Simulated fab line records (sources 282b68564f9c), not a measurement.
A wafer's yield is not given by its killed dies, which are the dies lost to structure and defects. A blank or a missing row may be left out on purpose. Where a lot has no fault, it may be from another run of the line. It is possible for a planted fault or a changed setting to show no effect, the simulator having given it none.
fab line records / flow rit_cmos
[record] lots = 10 wafers = 30 last_day = 7
route steps=202 shown PRETRO@72 FOX2@80 NSD@137 PSD@157 M1@202
lots untouched by any fault: they come from a run of this same line in which no faults occurred
start_h: hours from the record's first day to the start of the lot's first wafer shown / wait_h: hours elapsed since this lot's preceding step / " as in the row above / L1.1+2: a row that stands for several wafers / - either no value or no given start / * or withheld: withheld / < > ~ a bound
route shown NAME@n: a module of which the file shows steps, and the number in the route of the first / usual: mean/standard deviation of fault-free wafers / same: alike in all rows / chamber/n: place in a boat / sites: per-site readings / _std_site: the standard deviation of these / _edge_site: the outer-site mean with the inner-site mean subtracted / radius_mm: for every site, how far away it sits from the centre of the wafer / mask NAME#n: copy n / behind: the last tool/chamber to shape the wafer / hold: reason for holding the lot/hours on hold/outcome of the hold / device: which transistor (n, p or np) failed to switch / end of line: the same wafers' tests at the end of the route / a step without rows: its recipe alone / killed: the dies lost at the first sort to structure and to defects; this is not the yield of the wafer / map: per-die view of a wafer (x killed, . not killed, _ where there is no die)
set.NAME: the setting the step ran with; set.NAME@STEP: the setting that earlier step ran with / model.NAME: the simulator's own value behind a step, which no gauge read
a sample of lots followed through the steps of the route, with each step as a table and each wafer as a row
services: when a tool's chamber went out of use (start_h, in hours from the record's first day, below 0 if earlier), for how many hours, and the reason
[[steps]]
[step RIT_PRETRO_IMPLANT_08]
[recipe] species = B energy_kev = 45 dose_cm2 = 1.177e+13 tilt_deg = 7
[usual] beam_energy_keV = 45.000/0.015 end_station_pressure_torr = 5e-06/2.8e-07 faraday_current_uA = 37.3/0.83
lot.wafer=L588.2 tool=implanter-02 chamber=0 start_h=30.71 wait_h=0.2 beam_energy_keV=44.984 end_station_pressure_torr=4.92e-06 faraday_current_uA=37.5
lot.wafer=L588.4 tool=implanter-02 chamber=0 start_h=30.71 wait_h=0.2 beam_energy_keV=44.977 end_station_pressure_torr=5.36e-06 faraday_current_uA=37.5
lot.wafer=L588.5 tool=implanter-02 chamber=0 start_h=30.71 wait_h=0.2 beam_energy_keV=44.997 end_station_pressure_torr=5.04e-06 faraday_current_uA=37.7
lot.wafer=L589.1 tool=implanter-04 chamber=0 start_h=37.04 wait_h=0.2 beam_energy_keV=44.989 end_station_pressure_torr=5.51e-06 faraday_current_uA=36.8
lot.wafer=L589.4 tool=implanter-04 chamber=0 start_h=37.04 wait_h=0.2 beam_energy_keV=45.026 end_station_pressure_torr=4.79e-06 faraday_current_uA=38.4
lot.wafer=L589.6 tool=implanter-04 chamber=0 start_h=37.04 wait_h=0.2 beam_energy_keV=44.990 end_station_pressure_torr=5.35e-06 faraday_current_uA=38.0
lot.wafer=L590.1 tool=implanter-02 chamber=0 start_h=41.96 wait_h=0.2 beam_energy_keV=45.030 end_station_pressure_torr=5.34e-06 faraday_current_uA=36.8
lot.wafer=L590.4 tool=implanter-02 chamber=0 start_h=41.96 wait_h=0.2 beam_energy_keV=45.003 end_station_pressure_torr=5.57e-06 faraday_current_uA=37.8
lot.wafer=L590.6 tool=implanter-02 chamber=0 start_h=41.96 wait_h=0.2 beam_energy_keV=44.997 end_station_pressure_torr=4.63e-06 faraday_current_uA=37.3
lot.wafer=L591.1 tool=implanter-04 chamber=0 start_h=47.04 wait_h=0.2 beam_energy_keV=44.978 end_station_pressure_torr=5.68e-06 faraday_current_uA=36.8
lot.wafer=L591.4 tool=implanter-04 chamber=0 start_h=47.04 wait_h=0.2 beam_energy_keV=44.979 end_station_pressure_torr=5.06e-06 faraday_current_uA=37.4
lot.wafer=L591.6 tool=implanter-04 chamber=0 start_h=47.04 wait_h=0.2 beam_energy_keV=44.989 end_station_pressure_torr=4.51e-06 faraday_current_uA=36.3
lot.wafer=L602.1 tool=implanter-02 chamber=0 start_h=103.07 wait_h=0.2 beam_energy_keV=29.246 end_station_pressure_torr=4.96e-06 faraday_current_uA=37.5
lot.wafer=L602.2 tool=implanter-02 chamber=0 start_h=103.07 wait_h=0.2 beam_energy_keV=29.253 end_station_pressure_torr=5.18e-06 faraday_current_uA=36.0
lot.wafer=L602.3 tool=implanter-02 chamber=0 start_h=103.07 wait_h=0.2 beam_energy_keV=29.247 end_station_pressure_torr=4.62e-06 faraday_current_uA=39.8
lot.wafer=L603.1 tool=implanter-02 chamber=0 start_h=105.56 wait_h=0.2 beam_energy_keV=29.255 end_station_pressure_torr=4.99e-06 faraday_current_uA=36.0
lot.wafer=L603.4 tool=implanter-02 chamber=0 start_h=105.56 wait_h=0.2 beam_energy_keV=29.263 end_station_pressure_torr=5.28e-06 faraday_current_uA=38.7
lot.wafer=L603.5 tool=implanter-02 chamber=0 start_h=105.56 wait_h=0.2 beam_energy_keV=29.258 end_station_pressure_torr=4.95e-06 faraday_current_uA=35.8
lot.wafer=L604.1 tool=implanter-04 chamber=0 start_h=111.11 wait_h=0.2 beam_energy_keV=45.001 end_station_pressure_torr=4.65e-06 faraday_current_uA=36.4
lot.wafer=L604.2 tool=implanter-04 chamber=0 start_h=111.11 wait_h=0.2 beam_energy_keV=45.008 end_station_pressure_torr=5.11e-06 faraday_current_uA=37.1
lot.wafer=L604.4 tool=implanter-04 chamber=0 start_h=111.11 wait_h=0.2 beam_energy_keV=45.002 end_station_pressure_torr=5.55e-06 faraday_current_uA=36.2
lot.wafer=L606.1 tool=implanter-04 chamber=0 start_h=121.49 wait_h=0.2 beam_energy_keV=45.001 end_station_pressure_torr=4.88e-06 faraday_current_uA=38.0
lot.wafer=L606.3 tool=implanter-04 chamber=0 start_h=121.49 wait_h=0.2 beam_energy_keV=45.000 end_station_pressure_torr=4.94e-06 faraday_current_uA=36.5
lot.wafer=L606.4 tool=implanter-04 chamber=0 start_h=121.49 wait_h=0.2 beam_energy_keV=44.999 end_station_pressure_torr=4.49e-06 faraday_current_uA=37.0
lot.wafer=L608.2 tool=implanter-04 chamber=0 start_h=131.72 wait_h=0.2 beam_energy_keV=45.015 end_station_pressure_torr=4.87e-06 faraday_current_uA=38.2
lot.wafer=L608.5 tool=implanter-04 chamber=0 start_h=131.72 wait_h=0.2 beam_energy_keV=44.980 end_station_pressure_torr=5.08e-06 faraday_current_uA=38.1
lot.wafer=L608.6 tool=implanter-04 chamber=0 start_h=131.72 wait_h=0.2 beam_energy_keV=45.000 end_station_pressure_torr=5.15e-06 faraday_current_uA=36.4
lot.wafer=L611.2 tool=implanter-04 chamber=0 start_h=145.62 wait_h=0.2 beam_energy_keV=45.016 end_station_pressure_torr=4.72e-06 faraday_current_uA=37.3
lot.wafer=L611.3 tool=implanter-04 chamber=0 start_h=145.62 wait_h=0.2 beam_energy_keV=44.997 end_station_pressure_torr=4.83e-06 faraday_current_uA=36.5
lot.wafer=L611.4 tool=implanter-04 chamber=0 start_h=145.62 wait_h=0.2 beam_energy_keV=45.018 end_station_pressure_torr=5.31e-06 faraday_current_uA=37.0
[step RIT_PRETRO_TW_MEAS_10]
[usual] PRETRO_TW = 470.8/2.7
lot.wafer=L588.2 tool=film_metro-02 chamber=- start_h=31.02 wait_h=0.1 PRETRO_TW=470.6
lot.wafer=L588.4 tool=film_metro-02 chamber=- start_h=31.02 wait_h=0.1 PRETRO_TW=470.0
lot.wafer=L588.5 tool=film_metro-02 chamber=- start_h=31.02 wait_h=0.1 PRETRO_TW=472.3
lot.wafer=L589.1 tool=film_metro-02 chamber=- start_h=37.36 wait_h=0.1 PRETRO_TW=470.0
lot.wafer=L589.4 tool=film_metro-02 chamber=- start_h=37.36 wait_h=0.1 PRETRO_TW=469.1
lot.wafer=L589.6 tool=film_metro-02 chamber=- start_h=37.36 wait_h=0.1 PRETRO_TW=471.0
lot.wafer=L590.1 tool=film_metro-01 chamber=- start_h=42.28 wait_h=0.1 PRETRO_TW=469.9
lot.wafer=L590.4 tool=film_metro-01 chamber=- start_h=42.28 wait_h=0.1 PRETRO_TW=470.6
lot.wafer=L590.6 tool=film_metro-01 chamber=- start_h=42.28 wait_h=0.1 PRETRO_TW=469.1
lot.wafer=L591.1 tool=film_metro-02 chamber=- start_h=47.36 wait_h=0.1 PRETRO_TW=467.4
lot.wafer=L591.4 tool=film_metro-02 chamber=- start_h=47.36 wait_h=0.1 PRETRO_TW=466.8
lot.wafer=L591.6 tool=film_metro-02 chamber=- start_h=47.36 wait_h=0.1 PRETRO_TW=470.8
lot.wafer=L602.1 tool=film_metro-03 chamber=- start_h=103.39 wait_h=0.1 PRETRO_TW=432.8
lot.wafer=L602.2 tool=film_metro-03 chamber=- start_h=103.39 wait_h=0.1 PRETRO_TW=434.9
lot.wafer=L602.3 tool=film_metro-03 chamber=- start_h=103.39 wait_h=0.1 PRETRO_TW=436.9
lot.wafer=L603.1 tool=film_metro-02 chamber=- start_h=105.89 wait_h=0.1 PRETRO_TW=439.0
lot.wafer=L603.4 tool=film_metro-02 chamber=- start_h=105.89 wait_h=0.1 PRETRO_TW=440.1
lot.wafer=L603.5 tool=film_metro-02 chamber=- start_h=105.89 wait_h=0.1 PRETRO_TW=437.5
lot.wafer=L604.1 tool=film_metro-02 chamber=- start_h=111.44 wait_h=0.1 PRETRO_TW=472.1
lot.wafer=L604.2 tool=film_metro-02 chamber=- start_h=111.44 wait_h=0.1 PRETRO_TW=472.7
lot.wafer=L604.4 tool=film_metro-02 chamber=- start_h=111.44 wait_h=0.1 PRETRO_TW=472.5
lot.wafer=L606.1 tool=film_metro-01 chamber=- start_h=121.81 wait_h=0.1 PRETRO_TW=468.7
lot.wafer=L606.3 tool=film_metro-01 chamber=- start_h=121.81 wait_h=0.1 PRETRO_TW=469.8
lot.wafer=L606.4 tool=film_metro-01 chamber=- start_h=121.81 wait_h=0.1 PRETRO_TW=468.4
lot.wafer=L608.2 tool=film_metro-02 chamber=- start_h=132.03 wait_h=0.1 PRETRO_TW=473.8
lot.wafer=L608.5 tool=film_metro-02 chamber=- start_h=132.03 wait_h=0.1 PRETRO_TW=473.7
lot.wafer=L608.6 tool=film_metro-02 chamber=- start_h=132.03 wait_h=0.1 PRETRO_TW=472.5
lot.wafer=L611.2 tool=film_metro-02 chamber=- start_h=145.93 wait_h=0.1 PRETRO_TW=479.7
lot.wafer=L611.3 tool=film_metro-02 chamber=- start_h=145.93 wait_h=0.1 PRETRO_TW=474.7
lot.wafer=L611.4 tool=film_metro-02 chamber=- start_h=145.93 wait_h=0.1 PRETRO_TW=477.6
[step RIT_FOX2_THK_MEAS_91]
[recipe] reads = SiO2_of_FOX2_OXIDATION_00
[usual] FIELD_OXIDE_LEFT_2_THK = 258/6.5
lot.wafer=L588.2 tool=film_metro-04 chamber=- start_h=31.51 wait_h=0.0 FIELD_OXIDE_LEFT_2_THK[nm]=250
lot.wafer=L588.4 tool=film_metro-04 chamber=- start_h=31.51 wait_h=0.0 FIELD_OXIDE_LEFT_2_THK[nm]=253
lot.wafer=L588.5 tool=film_metro-04 chamber=- start_h=31.51 wait_h=0.0 FIELD_OXIDE_LEFT_2_THK[nm]=256
lot.wafer=L589.1 tool=film_metro-01 chamber=- start_h=37.84 wait_h=0.0 FIELD_OXIDE_LEFT_2_THK[nm]=253
lot.wafer=L589.4 tool=film_metro-01 chamber=- start_h=37.84 wait_h=0.0 FIELD_OXIDE_LEFT_2_THK[nm]=255
lot.wafer=L589.6 tool=film_metro-01 chamber=- start_h=37.84 wait_h=0.0 FIELD_OXIDE_LEFT_2_THK[nm]=252
lot.wafer=L590.1 tool=film_metro-02 chamber=- start_h=42.76 wait_h=0.0 FIELD_OXIDE_LEFT_2_THK[nm]=256
lot.wafer=L590.4 tool=film_metro-02 chamber=- start_h=42.76 wait_h=0.0 FIELD_OXIDE_LEFT_2_THK[nm]=262
lot.wafer=L590.6 tool=film_metro-02 chamber=- start_h=42.76 wait_h=0.0 FIELD_OXIDE_LEFT_2_THK[nm]=268
lot.wafer=L591.1 tool=film_metro-02 chamber=- start_h=47.91 wait_h=0.0 FIELD_OXIDE_LEFT_2_THK[nm]=257
lot.wafer=L591.4 tool=film_metro-02 chamber=- start_h=47.91 wait_h=0.0 FIELD_OXIDE_LEFT_2_THK[nm]=256
lot.wafer=L591.6 tool=film_metro-02 chamber=- start_h=47.91 wait_h=0.0 FIELD_OXIDE_LEFT_2_THK[nm]=261
lot.wafer=L602.1 tool=film_metro-01 chamber=- start_h=103.87 wait_h=0.0 FIELD_OXIDE_LEFT_2_THK[nm]=256
lot.wafer=L602.2 tool=film_metro-01 chamber=- start_h=103.87 wait_h=0.0 FIELD_OXIDE_LEFT_2_THK[nm]=257
lot.wafer=L602.3 tool=film_metro-01 chamber=- start_h=103.87 wait_h=0.0 FIELD_OXIDE_LEFT_2_THK[nm]=253
lot.wafer=L603.1 tool=film_metro-01 chamber=- start_h=106.38 wait_h=0.0 FIELD_OXIDE_LEFT_2_THK[nm]=270
lot.wafer=L603.4 tool=film_metro-01 chamber=- start_h=106.38 wait_h=0.0 FIELD_OXIDE_LEFT_2_THK[nm]=265
lot.wafer=L603.5 tool=film_metro-01 chamber=- start_h=106.38 wait_h=0.0 FIELD_OXIDE_LEFT_2_THK[nm]=266
lot.wafer=L604.1 tool=film_metro-01 chamber=- start_h=111.92 wait_h=0.0 FIELD_OXIDE_LEFT_2_THK[nm]=264
lot.wafer=L604.2 tool=film_metro-01 chamber=- start_h=111.92 wait_h=0.0 FIELD_OXIDE_LEFT_2_THK[nm]=267
lot.wafer=L604.4 tool=film_metro-01 chamber=- start_h=111.92 wait_h=0.0 FIELD_OXIDE_LEFT_2_THK[nm]=266
lot.wafer=L606.1 tool=film_metro-01 chamber=- start_h=122.36 wait_h=0.0 FIELD_OXIDE_LEFT_2_THK[nm]=267
lot.wafer=L606.3 tool=film_metro-01 chamber=- start_h=122.36 wait_h=0.0 FIELD_OXIDE_LEFT_2_THK[nm]=272
lot.wafer=L606.4 tool=film_metro-01 chamber=- start_h=122.36 wait_h=0.0 FIELD_OXIDE_LEFT_2_THK[nm]=270
lot.wafer=L608.2 tool=film_metro-01 chamber=- start_h=132.55 wait_h=0.0 FIELD_OXIDE_LEFT_2_THK[nm]=256
lot.wafer=L608.5 tool=film_metro-01 chamber=- start_h=132.55 wait_h=0.0 FIELD_OXIDE_LEFT_2_THK[nm]=248
lot.wafer=L608.6 tool=film_metro-01 chamber=- start_h=132.55 wait_h=0.0 FIELD_OXIDE_LEFT_2_THK[nm]=257
lot.wafer=L611.2 tool=film_metro-02 chamber=- start_h=146.40 wait_h=0.0 FIELD_OXIDE_LEFT_2_THK[nm]=246
lot.wafer=L611.3 tool=film_metro-02 chamber=- start_h=146.40 wait_h=0.0 FIELD_OXIDE_LEFT_2_THK[nm]=250
lot.wafer=L611.4 tool=film_metro-02 chamber=- start_h=146.40 wait_h=0.0 FIELD_OXIDE_LEFT_2_THK[nm]=251
[step RIT_NSD_OVL_MEAS_06]
[usual] NSD_OVL = 0.4/1.3
lot.wafer=L588.2 tool=overlay-02 chamber=- start_h=46.61 wait_h=- NSD_OVL[nm]=1.8
lot.wafer=L588.4 tool=overlay-02 chamber=- start_h=46.61 wait_h=- NSD_OVL[nm]=0.8
lot.wafer=L588.5 tool=overlay-02 chamber=- start_h=46.61 wait_h=- NSD_OVL[nm]=2.6
lot.wafer=L589.1 tool=overlay-02 chamber=- start_h=53.92 wait_h=- NSD_OVL[nm]=0.8
lot.wafer=L589.4 tool=overlay-02 chamber=- start_h=53.92 wait_h=- NSD_OVL[nm]=0.0
lot.wafer=L589.6 tool=overlay-02 chamber=- start_h=53.92 wait_h=- NSD_OVL[nm]=0.0
lot.wafer=L590.1 tool=overlay-02 chamber=- start_h=58.43 wait_h=- NSD_OVL[nm]=-0.7
lot.wafer=L590.4 tool=overlay-02 chamber=- start_h=58.43 wait_h=- NSD_OVL[nm]=1.2
lot.wafer=L590.6 tool=overlay-02 chamber=- start_h=58.43 wait_h=- NSD_OVL[nm]=-1.0
lot.wafer=L591.1 tool=overlay-02 chamber=- start_h=63.14 wait_h=- NSD_OVL[nm]=0.5
lot.wafer=L591.4 tool=overlay-02 chamber=- start_h=63.14 wait_h=- NSD_OVL[nm]=1.4
lot.wafer=L591.6 tool=overlay-02 chamber=- start_h=63.14 wait_h=- NSD_OVL[nm]=0.7
lot.wafer=L602.1 tool=overlay-01 chamber=- start_h=118.08 wait_h=- NSD_OVL[nm]=0.9
lot.wafer=L602.2 tool=overlay-01 chamber=- start_h=118.08 wait_h=- NSD_OVL[nm]=-1.0
lot.wafer=L602.3 tool=overlay-01 chamber=- start_h=118.08 wait_h=- NSD_OVL[nm]=-0.1
lot.wafer=L603.1 tool=overlay-02 chamber=- start_h=122.58 wait_h=- NSD_OVL[nm]=1.1
lot.wafer=L603.4 tool=overlay-02 chamber=- start_h=122.58 wait_h=- NSD_OVL[nm]=0.8
lot.wafer=L603.5 tool=overlay-02 chamber=- start_h=122.58 wait_h=- NSD_OVL[nm]=-0.3
lot.wafer=L604.1 tool=overlay-01 chamber=- start_h=127.17 wait_h=- NSD_OVL[nm]=-1.1
lot.wafer=L604.2 tool=overlay-01 chamber=- start_h=127.17 wait_h=- NSD_OVL[nm]=-0.8
lot.wafer=L604.4 tool=overlay-01 chamber=- start_h=127.17 wait_h=- NSD_OVL[nm]=-0.8
lot.wafer=L606.1 tool=overlay-02 chamber=- start_h=137.20 wait_h=- NSD_OVL[nm]=-2.2
lot.wafer=L606.3 tool=overlay-02 chamber=- start_h=137.20 wait_h=- NSD_OVL[nm]=0.6
lot.wafer=L606.4 tool=overlay-02 chamber=- start_h=137.20 wait_h=- NSD_OVL[nm]=-1.0
lot.wafer=L608.2 tool=overlay-02 chamber=- start_h=150.93 wait_h=- NSD_OVL[nm]=-0.3
lot.wafer=L608.5 tool=overlay-02 chamber=- start_h=150.93 wait_h=- NSD_OVL[nm]=-1.5
lot.wafer=L608.6 tool=overlay-02 chamber=- start_h=150.93 wait_h=- NSD_OVL[nm]=-1.3
lot.wafer=L611.2 tool=overlay-02 chamber=- start_h=164.29 wait_h=- NSD_OVL[nm]=2.7
lot.wafer=L611.3 tool=overlay-02 chamber=- start_h=164.29 wait_h=- NSD_OVL[nm]=-0.2
lot.wafer=L611.4 tool=overlay-02 chamber=- start_h=164.29 wait_h=- NSD_OVL[nm]=1.7
[step RIT_SDANNEAL_RS_MEAS_04]
[recipe] thk_meas_gauge = four-point-probe
[usual] PSD_RS = 115.71/0.3
lot.wafer=L588.2 tool=film_metro-04 chamber=- start_h=49.04 wait_h=0.1 PSD_RS[ohm/sq]=116.11
lot.wafer=L588.4 tool=film_metro-04 chamber=- start_h=49.04 wait_h=0.1 PSD_RS[ohm/sq]=116.13
lot.wafer=L588.5 tool=film_metro-04 chamber=- start_h=49.04 wait_h=0.1 PSD_RS[ohm/sq]=116.04
lot.wafer=L589.1 tool=film_metro-03 chamber=- start_h=56.46 wait_h=0.0 PSD_RS[ohm/sq]=115.83
lot.wafer=L589.4 tool=film_metro-03 chamber=- start_h=56.46 wait_h=0.0 PSD_RS[ohm/sq]=115.79
lot.wafer=L589.6 tool=film_metro-03 chamber=- start_h=56.46 wait_h=0.0 PSD_RS[ohm/sq]=115.66
lot.wafer=L590.1 tool=film_metro-04 chamber=- start_h=60.98 wait_h=0.0 PSD_RS[ohm/sq]=116.04
lot.wafer=L590.4 tool=film_metro-04 chamber=- start_h=60.98 wait_h=0.0 PSD_RS[ohm/sq]=115.93
lot.wafer=L590.6 tool=film_metro-04 chamber=- start_h=60.98 wait_h=0.0 PSD_RS[ohm/sq]=115.73
lot.wafer=L591.1 tool=film_metro-04 chamber=- start_h=65.56 wait_h=0.0 PSD_RS[ohm/sq]=115.52
lot.wafer=L591.4 tool=film_metro-04 chamber=- start_h=65.56 wait_h=0.0 PSD_RS[ohm/sq]=115.54
lot.wafer=L591.6 tool=film_metro-04 chamber=- start_h=65.56 wait_h=0.0 PSD_RS[ohm/sq]=115.21
lot.wafer=L602.1 tool=film_metro-02 chamber=- start_h=120.53 wait_h=0.0 PSD_RS[ohm/sq]=116.12
lot.wafer=L602.2 tool=film_metro-02 chamber=- start_h=120.53 wait_h=0.0 PSD_RS[ohm/sq]=116.04
lot.wafer=L602.3 tool=film_metro-02 chamber=- start_h=120.53 wait_h=0.0 PSD_RS[ohm/sq]=116.12
lot.wafer=L603.1 tool=film_metro-04 chamber=- start_h=125.01 wait_h=0.0 PSD_RS[ohm/sq]=116.07
lot.wafer=L603.4 tool=film_metro-04 chamber=- start_h=125.01 wait_h=0.0 PSD_RS[ohm/sq]=116.21
lot.wafer=L603.5 tool=film_metro-04 chamber=- start_h=125.01 wait_h=0.0 PSD_RS[ohm/sq]=115.97
lot.wafer=L604.1 tool=film_metro-04 chamber=- start_h=129.60 wait_h=0.0 PSD_RS[ohm/sq]=115.71
lot.wafer=L604.2 tool=film_metro-04 chamber=- start_h=129.60 wait_h=0.0 PSD_RS[ohm/sq]=116.02
lot.wafer=L604.4 tool=film_metro-04 chamber=- start_h=129.60 wait_h=0.0 PSD_RS[ohm/sq]=115.63
lot.wafer=L606.1 tool=film_metro-04 chamber=- start_h=139.84 wait_h=0.0 PSD_RS[ohm/sq]=115.65
lot.wafer=L606.3 tool=film_metro-04 chamber=- start_h=139.84 wait_h=0.0 PSD_RS[ohm/sq]=115.89
lot.wafer=L606.4 tool=film_metro-04 chamber=- start_h=139.84 wait_h=0.0 PSD_RS[ohm/sq]=115.52
lot.wafer=L608.2 tool=film_metro-02 chamber=- start_h=153.38 wait_h=0.1 PSD_RS[ohm/sq]=115.84
lot.wafer=L608.5 tool=film_metro-02 chamber=- start_h=153.38 wait_h=0.1 PSD_RS[ohm/sq]=115.94
lot.wafer=L608.6 tool=film_metro-02 chamber=- start_h=153.38 wait_h=0.1 PSD_RS[ohm/sq]=115.87
lot.wafer=L611.2 tool=film_metro-04 chamber=- start_h=167.09 wait_h=0.1 PSD_RS[ohm/sq]=115.73
lot.wafer=L611.3 tool=film_metro-04 chamber=- start_h=167.09 wait_h=0.1 PSD_RS[ohm/sq]=115.83
lot.wafer=L611.4 tool=film_metro-04 chamber=- start_h=167.09 wait_h=0.1 PSD_RS[ohm/sq]=116.00
[step RIT_M1_PROBE_99]
[usual] killed_at_contacts = 0.1/0.27 killed_at_front_end = 7.2/2.9 killed_dies = 7.3/2.9 killed_open = 3.6/1.9 killed_short = 3.8/1.9
[same] gross_dies = 264 killed_at_M0_to_M3 = 0 killed_at_M4_up = 0 killed_at_back_side = 0 killed_at_other = 0
lot.wafer=L590.1 tool=prober-01 chamber=- start_h=68.76 wait_h=0.1 killed_at_contacts=0 killed_at_front_end=9 killed_dies=9 killed_open=5 killed_short=4
lot.wafer=L590.4 tool=prober-01 chamber=- start_h=68.91 wait_h=0.2 killed_at_contacts=0 killed_at_front_end=8 killed_dies=8 killed_open=3 killed_short=5
lot.wafer=L590.6 tool=prober-01 chamber=- start_h=69.01 wait_h=0.2 killed_at_contacts=0 killed_at_front_end=10 killed_dies=10 killed_open=5 killed_short=5
lot.wafer=L604.1 tool=prober-01 chamber=- start_h=137.55 wait_h=0.1 killed_at_contacts=0 killed_at_front_end=7 killed_dies=7 killed_open=3 killed_short=4
lot.wafer=L604.2 tool=prober-01 chamber=- start_h=137.60 wait_h=0.1 killed_at_contacts=0 killed_at_front_end=7 killed_dies=7 killed_open=1 killed_short=6
lot.wafer=L604.4 tool=prober-01 chamber=- start_h=137.70 wait_h=0.2 killed_at_contacts=0 killed_at_front_end=9 killed_dies=9 killed_open=2 killed_short=7
lot.wafer=L606.1 tool=prober-01 chamber=- start_h=147.22 wait_h=0.1 killed_at_contacts=0 killed_at_front_end=11 killed_dies=11 killed_open=9 killed_short=2
lot.wafer=L606.3 tool=prober-01 chamber=- start_h=147.32 wait_h=0.2 killed_at_contacts=0 killed_at_front_end=10 killed_dies=10 killed_open=2 killed_short=8
lot.wafer=L606.4 tool=prober-01 chamber=- start_h=147.37 wait_h=0.2 killed_at_contacts=0 killed_at_front_end=10 killed_dies=10 killed_open=4 killed_short=6
lot.wafer=L608.2 tool=prober-01 chamber=- start_h=160.89 wait_h=0.1 killed_at_contacts=0 killed_at_front_end=5 killed_dies=5 killed_open=2 killed_short=3
lot.wafer=L608.5 tool=prober-01 chamber=- start_h=161.04 wait_h=0.2 killed_at_contacts=0 killed_at_front_end=4 killed_dies=4 killed_open=3 killed_short=1
lot.wafer=L608.6 tool=prober-01 chamber=- start_h=161.09 wait_h=0.2 killed_at_contacts=0 killed_at_front_end=7 killed_dies=7 killed_open=0 killed_short=7
// killed by level:class
L590.1 FOX1:geometric_particle:open=3 GATE:geometric_particle:open=2 SPACER:geometric_particle:short=2 GATE:geometric_particle:short=1 REOX:geometric_particle:short=1
L590.4 GATE:geometric_particle:short=3 FOX1:geometric_particle:open=1 GATE:geometric_particle:open=1 REOX:geometric_particle:short=1 SILICIDE:geometric_particle:open=1 SILICIDE:geometric_particle:short=1
L590.6 REOX:geometric_particle:short=3 ACTIVE:geometric_particle:short=1 FOX1:geometric_particle:open=1 GATE:geometric_particle:open=1 GATE:geometric_particle:short=1 REOX:geometric_particle:open=1 SPACER:geometric_particle:open=1 SILICIDE:geometric_particle:open=1
L604.1 GATE:geometric_particle:short=2 ACTIVE:geometric_particle:short=1 GATE:geometric_particle:open=1 REOX:geometric_particle:open=1 REOX:geometric_particle:short=1 SPACER:geometric_particle:open=1
L604.2 GATE:geometric_particle:short=3 FOX1:geometric_particle:short=1 SPACER:geometric_particle:short=1 SPACER:geometric_particle:open=1 SILICIDE:geometric_particle:short=1
L604.4 GATE:geometric_particle:short=3 REOX:geometric_particle:short=2 FOX1:geometric_particle:short=1 GATE:geometric_particle:open=1 REOX:geometric_particle:open=1 SPACER:geometric_particle:short=1
L606.1 GATE:geometric_particle:open=2 REOX:geometric_particle:open=2 SPACER:geometric_particle:open=2 SILICIDE:geometric_particle:open=2 FOX1:geometric_particle:open=1 FOX2:geometric_particle:short=1 SPACER:geometric_particle:short=1
L606.3 REOX:geometric_particle:short=4 SPACER:geometric_particle:short=2 FOX2:geometric_particle:open=1 FOX2:geometric_particle:short=1 GATE:geometric_particle:short=1 REOX:geometric_particle:open=1
L606.4 GATE:geometric_particle:short=3 FOX1:geometric_particle:short=2 SILICIDE:geometric_particle:open=2 FOX1:geometric_particle:open=1 FOX2:geometric_particle:open=1 SILICIDE:geometric_particle:short=1
L608.2 GATE:geometric_particle:short=2 FOX2:geometric_particle:open=1 FOX2:geometric_particle:short=1 GATE:geometric_particle:open=1
L608.5 GATE:geometric_particle:open=2 REOX:geometric_particle:short=1 SILICIDE:geometric_particle:open=1
L608.6 GATE:geometric_particle:short=3 FOX1:geometric_particle:short=2 FOX2:geometric_particle:short=1 SILICIDE:geometric_particle:short=1
[[services]]
tool=implanter-04 chamber=- start_h=70.29 hours=3.6 kind=pm
tool=implanter-04 chamber=- start_h=105.84 hours=5.2 kind=repair
[[key]]
[first_sign] step = RIT_PRETRO_IMPLANT_08 reading = beam_energy_keV direction = down sigmas = 99+ usual = 45.000 struck = 29.254
[effect] step = RIT_PRETRO_TW_MEAS_10 reading = PRETRO_TW direction = down sigmas = 13 usual = 470.8 struck = 436.9
met_at RIT_PRETRO_IMPLANT_08
struck_lots L602,L603
tester_left_out L602,L603
not_acting_at RIT_FOX2_THK_MEAS_91,RIT_NSD_OVL_MEAS_06,RIT_SDANNEAL_RS_MEAS_04
onset_between 41.96 103.07
[fault] kind = process_parameter_drift tool = implanter-02 chamber = - onset_h = 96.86 steps = RIT_PRETRO_IMPLANT_08 channel = energy_kev offset = -15.75 shape = step end_h = 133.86 acts_in = these_recipes_only stated = 45
// tester_left_out: of these lots the tester's yield and bins aren't shown, on N5 and GAA mostly nor the transistor test; their killed dies are dies lost to structure and defects alone, not to doping, threshold or leakage, so they don't give the yield
